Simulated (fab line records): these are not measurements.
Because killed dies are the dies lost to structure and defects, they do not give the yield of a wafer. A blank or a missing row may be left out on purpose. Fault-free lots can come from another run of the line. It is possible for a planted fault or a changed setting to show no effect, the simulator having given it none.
Struck lot and sound lot, side by side -- flow rit_cmos -- 43 out of 202 route steps
Sound: these wafers, L362.2, L362.4, L362.6. The struck wafers were L364.3, L364.4, L364.5. Last of all comes the cause.
At each step with rows: each side's tool, then ch and its chambers, then its first start. Under that, the readings that differ: sound wafers -- struck wafers -- difference of the means -- sigmas: that difference in standard deviations of wafers without a fault.
alike: a reading whose means differ by less than 2 such deviations, as well as words and numbers matching on both sides. not compared: withheld readings; readings where some wafer has no value; bounds like >300 that might hide an equal value; numbers whose values overlap and for which the record gives no deviation.
The two part at a step that has a row with sigmas, a row that says differs or no value, or rows on one side only. Non-overlapping numbers with no deviation appear without sigmas and do not part them. A reading that every wafer of one side lacks parts them only if that side has two wafers or more.

first, 5 steps without rows for these wafers: RIT_PSD_COAT_01 (resist thk 1000 nm); RIT_PSD_SOFTBAKE_02 (time 60 s); RIT_PSD_EXPOSE_03 (exposes mask M10, target cd 40900 nm); RIT_PSD_PEB_04; RIT_PSD_DEVELOP_05 (develop time 50 s).
RIT_PSD_OVL_MEAS_06:
  sound on overlay-02, day 3 15:20; struck on overlay-01, day 4 02:13
  alike: PSD_OVL
then, 3 steps without rows for these wafers: RIT_PSD_HARDBAKE_07 (time 60 s); RIT_PSD_IMPLANT_08; RIT_PSD_STRIP_09 (strips in O2, time 180 s).
RIT_PSD_TW_MEAS_10:
  sound on film_metro-01, day 3 15:51; struck on film_metro-01, day 4 02:44
  alike: PSD_TW
then, 2 steps without rows for these wafers: RIT_SDANNEAL_CLEAN_00 (cleans in SC1, time 600 s); RIT_SDANNEAL_CLEAN_01 (cleans in dHF, time 31.35 s).
RIT_SDANNEAL_CLEAN_02: cleans in SC2, time 600 s.
  sound on wet_bench-01 ch 1, day 3 16:05; struck on wet_bench-01 ch 2, day 4 02:59
then, 1 step without rows for these wafers: RIT_SDANNEAL_RTA_03 (time 5 s).
RIT_SDANNEAL_RS_MEAS_04: measures by four-point-probe.
  sound on film_metro-02, day 3 16:22; struck on film_metro-04, day 4 03:15
reading,sound,struck,difference,sigmas
PSD_RS (ohm/sq),115.62 115.83 116.23,117.03 116.35 116.63,+0.78,+3
RIT_SDANNEAL_RS_MEAS_05: measures by four-point-probe.
  sound on film_metro-02, day 3 16:29; struck on film_metro-04, day 4 03:22
  alike: NSD_RS
RIT_SDANNEAL_RS_MEAS_06: measures by four-point-probe.
  sound on film_metro-02, day 3 16:36; struck on film_metro-04, day 4 03:29
reading,sound,struck,difference,sigmas
PLDD_RS (ohm/sq),179.8 179.1 180.1,181.5 180.8 181.7,+1.7,+3
RIT_SDANNEAL_RS_MEAS_07: measures by four-point-probe.
  sound on film_metro-02, day 3 16:43; struck on film_metro-04, day 4 03:37
  alike: NLDD_RS
then, 2 steps without rows for these wafers: RIT_SILICIDE_WET_ETCH_00 (etches SiO2 in BOE, target depth 14 nm, time 15 s); RIT_SILICIDE_SPUTTER_01 (material Ti, target thk 30 nm, time 240 s).
RIT_SILICIDE_RS_MEAS_02: measures by four-point-probe.
  sound on film_metro-03, day 3 17:01; struck on film_metro-01, day 4 03:53
  alike: SILICIDE_TI_RS
RIT_SILICIDE_THK_MEAS_03: measures by xrf.
  sound on film_metro-03, day 3 17:07; struck on film_metro-01, day 4 03:59
  alike: SILICIDE_TI_THK
RIT_SILICIDE_RTA_04: time 10 s, ramp up 5 s, ramp down 5 s.
  sound on rtp_anneal-01 ch 0, day 3 17:11; struck on rtp_anneal-02 ch 0, day 4 04:03
  alike: wafer_temp_C_max
then, 1 step without rows for these wafers: RIT_SILICIDE_WET_ETCH_05 (etches Ti in SPM, time 120 s).
RIT_SILICIDE_RTA_06: time 10 s, ramp up 5 s, ramp down 10 s.
  sound on rtp_anneal-02 ch 0, day 3 17:17; struck on rtp_anneal-02 ch 0, day 4 04:10
  alike: wafer_temp_C_max
RIT_CONTACT_CVD_00: deposits SiO2 from TEOS, target thk 400 nm, time 63.28 s.
  sound on pecvd-02 ch 0,2, day 3 17:20; struck on pecvd-04 ch 1,2, day 4 04:13
  alike: heater_power_w
RIT_CONTACT_THK_MEAS_01:
  sound on film_metro-01, day 3 17:24; struck on film_metro-03, day 4 04:17
  alike: CONTACT_TEOS_THK
then, 6 steps without rows for these wafers: RIT_CONTACT_HMDS_02 (prime time 60 s); RIT_CONTACT_COAT_03 (resist thk 1000 nm); RIT_CONTACT_SOFTBAKE_04 (time 60 s); RIT_CONTACT_EXPOSE_05 (exposes mask M11, target cd 1000 nm); RIT_CONTACT_PEB_06; RIT_CONTACT_DEVELOP_07 (develop time 120 s).
RIT_CONTACT_CD_MEAS_08: the cd target is 1000 nm.
  sound on cd_sem-01, day 3 18:34; struck on cd_sem-01, day 4 05:20
  alike: cd_nm
RIT_CONTACT_OVL_MEAS_09:
  sound on overlay-02, day 3 18:40; struck on overlay-02, day 4 05:26
  alike: CONTACT_OVL
then, 1 step without rows for these wafers: RIT_CONTACT_HARDBAKE_10 (time 60 s).
RIT_CONTACT_ETCH_11: etches SiO2 in CHF3/CF4/Ar, stops on TiSi2, target depth 480 nm, time 320 s.
  sound on rie_diel-03 ch 0,1, day 3 18:51; struck on rie_diel-01 ch 0,2, day 4 05:36
  alike: drypump_motor_current_A, oes_product_au, throttle_valve_pct
  not compared: rf_hours_counter_h
RIT_CONTACT_STRIP_12: strips in O2, time 180 s.
  sound on plasma_asher-01 ch 0,1, day 3 19:02; struck on plasma_asher-01 ch 0,1, day 4 05:51
  alike: drypump_motor_current_A
  not compared: rf_hours_counter_h
RIT_CONTACT_CD_MEAS_90: the cd target is 1000 nm.
  sound on cd_sem-02, day 3 19:14; struck on cd_sem-02, day 4 06:01
  alike: cd_nm
then, 3 steps without rows for these wafers: RIT_CONTACT_CLEAN_13 (cleans in SC1, time 600 s); RIT_CONTACT_CLEAN_14 (cleans in SC2, time 600 s); RIT_M1_SPUTTER_00 (material Al, target thk 400 nm, time 500 s).
RIT_M1_PROBE_99:
  sound on prober-01, day 3 23:53; struck on prober-01, day 4 10:41
reading,sound,struck,difference,sigmas
killed_at_front_end,3 3 2,26 26 19,+21,+8
killed_dies,3 3 2,26 26 19,+21,+8
killed_on_rim,1 1 1,9 8 8,+7,+5
  alike: killed_at_contacts, killed_open, killed_short

== WHERE THEY PART ==
First at RIT_SDANNEAL_RS_MEAS_04; last, within this record, at RIT_M1_PROBE_99.

WHY: the cause the simulator had injected
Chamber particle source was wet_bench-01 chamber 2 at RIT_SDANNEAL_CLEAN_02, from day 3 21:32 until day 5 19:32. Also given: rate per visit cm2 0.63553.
